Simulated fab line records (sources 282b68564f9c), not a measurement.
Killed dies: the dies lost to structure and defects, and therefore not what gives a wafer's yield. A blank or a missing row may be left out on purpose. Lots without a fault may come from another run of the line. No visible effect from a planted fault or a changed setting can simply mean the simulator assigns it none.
Check for tools in common :: flow ritCmos :: Sampled: 14 lots, 42 wafers

## WHY IT WAS OPENED
RIT_SDANNEAL_RS_MEAS_07, reading NLDD_RS: flagged on 2 of 14 lots. Wafers without a fault read 151.7 ohm/sq, standard deviation 0.57.
Rule: a lot gets a flag if all its wafers with a number sit over 4 standard deviations from that mean, or if no wafer of it has a number. The rest of the lots are taken to be sound.

lot: L705
measured: day 3 01:10
on: filmMetro-01
NLDD_RS (ohm/sq), wafer by wafer: 152.2 151.7 151.9
flag: 

lot: L706
measured: day 3 06:14
on: filmMetro-03
NLDD_RS (ohm/sq), wafer by wafer: 151.3 152.0 151.9
flag: 

lot: L707
measured: day 3 12:40
on: filmMetro-02
NLDD_RS (ohm/sq), wafer by wafer: 151.1 151.2 151.9
flag: 

lot: L708
measured: day 3 17:34
on: filmMetro-02
NLDD_RS (ohm/sq), wafer by wafer: 152.5 152.2 152.3
flag: 

lot: L710
measured: day 4 04:01
on: filmMetro-03
NLDD_RS (ohm/sq), wafer by wafer: 151.3 151.6 151.4
flag: 

lot: L714
measured: day 4 23:17
on: filmMetro-03
NLDD_RS (ohm/sq), wafer by wafer: 151.4 151.8 151.5
flag: 

lot: L715
measured: day 5 03:52
on: filmMetro-03
NLDD_RS (ohm/sq), wafer by wafer: 150.8 151.1 151.2
flag: 

lot: L716
measured: day 5 08:37
on: filmMetro-02
NLDD_RS (ohm/sq), wafer by wafer: 152.8 153.1 153.0
flag: 

lot: L717
measured: day 5 14:32
on: filmMetro-03
NLDD_RS (ohm/sq), wafer by wafer: 150.6 151.4 151.3
flag: 

lot: L718
measured: day 5 20:01
on: filmMetro-03
NLDD_RS (ohm/sq), wafer by wafer: 151.9 151.1 151.5
flag: 

lot: L719
measured: day 6 01:05
on: filmMetro-02
NLDD_RS (ohm/sq), wafer by wafer: 162.5 162.7 163.0
flag: FLAGGED

lot: L721
measured: day 6 10:02
on: filmMetro-03
NLDD_RS (ohm/sq), wafer by wafer: 160.4 160.5 160.9
flag: FLAGGED

lot: L727
measured: day 7 17:06
on: filmMetro-02
NLDD_RS (ohm/sq), wafer by wafer: 151.6 151.4 151.1
flag: 

lot: L728
measured: day 7 23:28
on: filmMetro-03
NLDD_RS (ohm/sq), wafer by wafer: 152.1 151.8 151.6
flag: 
On average the flagged lots' numbers are 161.7 ohm/sq, which is +10.0 ohm/sq against the usual, or +17 standard deviations.

## WHICH TOOL EACH LOT WENT THROUGH
The record keeps 1 process step preceding the reading, out of 202 steps on the route. In each cell: the tool, then ch and the chambers that the sampled wafers went through, then the start.
lot: L705
flag: 
RIT_NLDD_IMPLANT_08: implanter-03 ch 0, day 2 17:07

lot: L706
flag: 
RIT_NLDD_IMPLANT_08: implanter-04 ch 0, day 2 22:05

lot: L707
flag: 
RIT_NLDD_IMPLANT_08: implanter-03 ch 0, day 3 04:26

lot: L708
flag: 
RIT_NLDD_IMPLANT_08: implanter-04 ch 0, day 3 09:11

lot: L710
flag: 
RIT_NLDD_IMPLANT_08: implanter-04 ch 0, day 3 18:59

lot: L714
flag: 
RIT_NLDD_IMPLANT_08: implanter-03 ch 0, day 4 14:52

lot: L715
flag: 
RIT_NLDD_IMPLANT_08: implanter-04 ch 0, day 4 19:43

lot: L716
flag: 
RIT_NLDD_IMPLANT_08: implanter-04 ch 0, day 5 00:02

lot: L717
flag: 
RIT_NLDD_IMPLANT_08: implanter-03 ch 0, day 5 06:22

lot: L718
flag: 
RIT_NLDD_IMPLANT_08: implanter-02 ch 0, day 5 10:53

lot: L719
flag: FLAGGED
RIT_NLDD_IMPLANT_08: implanter-04 ch 0, day 5 16:43

lot: L721
flag: FLAGGED
RIT_NLDD_IMPLANT_08: implanter-04 ch 0, day 6 01:52

lot: L727
flag: 
RIT_NLDD_IMPLANT_08: implanter-02 ch 0, day 7 08:53

lot: L728
flag: 
RIT_NLDD_IMPLANT_08: implanter-03 ch 0, day 7 15:23
These steps, and what they do:
- RIT_NLDD_IMPLANT_08
- RIT_SDANNEAL_RS_MEAS_07: measures by four-point-probe.

## FLAGGED OVER TOTAL, TOOL BY TOOL (the gauges that took the reading come last)
step: RIT_NLDD_IMPLANT_08
tool: implanter-02
lots run: 2
flagged: 0
share of the flagged lots: none
sound lots run after its first flagged lot: -

step: RIT_NLDD_IMPLANT_08
tool: implanter-03
lots run: 5
flagged: 0
share of the flagged lots: none
sound lots run after its first flagged lot: -

step: RIT_NLDD_IMPLANT_08
tool: implanter-04
lots run: 7
flagged: 2
share of the flagged lots: all
sound lots run after its first flagged lot: 0

step: RIT_SDANNEAL_RS_MEAS_07
tool: filmMetro-01
lots run: 1
flagged: 0
share of the flagged lots: none
sound lots run after its first flagged lot: -

step: RIT_SDANNEAL_RS_MEAS_07
tool: filmMetro-02
lots run: 5
flagged: 1
share of the flagged lots: some
sound lots run after its first flagged lot: 1 (L727)

step: RIT_SDANNEAL_RS_MEAS_07
tool: filmMetro-03
lots run: 8
flagged: 1
share of the flagged lots: some
sound lots run after its first flagged lot: 1 (L728)

## WHAT THE TABLE ALLOWS
All flagged lots share 1 row of the table, namely implanter-04 at RIT_NLDD_IMPLANT_08.
- implanter-04 at RIT_NLDD_IMPLANT_08 ran 7 lots, 2 of them flagged. Last sound lot L716 at day 5 00:02, first flagged lot L719 at day 5 16:43; a fault beginning in between fits. Its own readings lie more than 4 standard deviations out on every wafer of the flagged lots: doseIonsCm2.
One tool is left: implanter-04 at RIT_NLDD_IMPLANT_08.

## WHAT THE SIMULATOR HAD PUT IN
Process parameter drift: implanter-04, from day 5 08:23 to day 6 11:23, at RIT_NLDD_IMPLANT_08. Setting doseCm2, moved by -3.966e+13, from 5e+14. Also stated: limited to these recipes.
Shown lots that were struck: L719, L721. The rule above found the same.
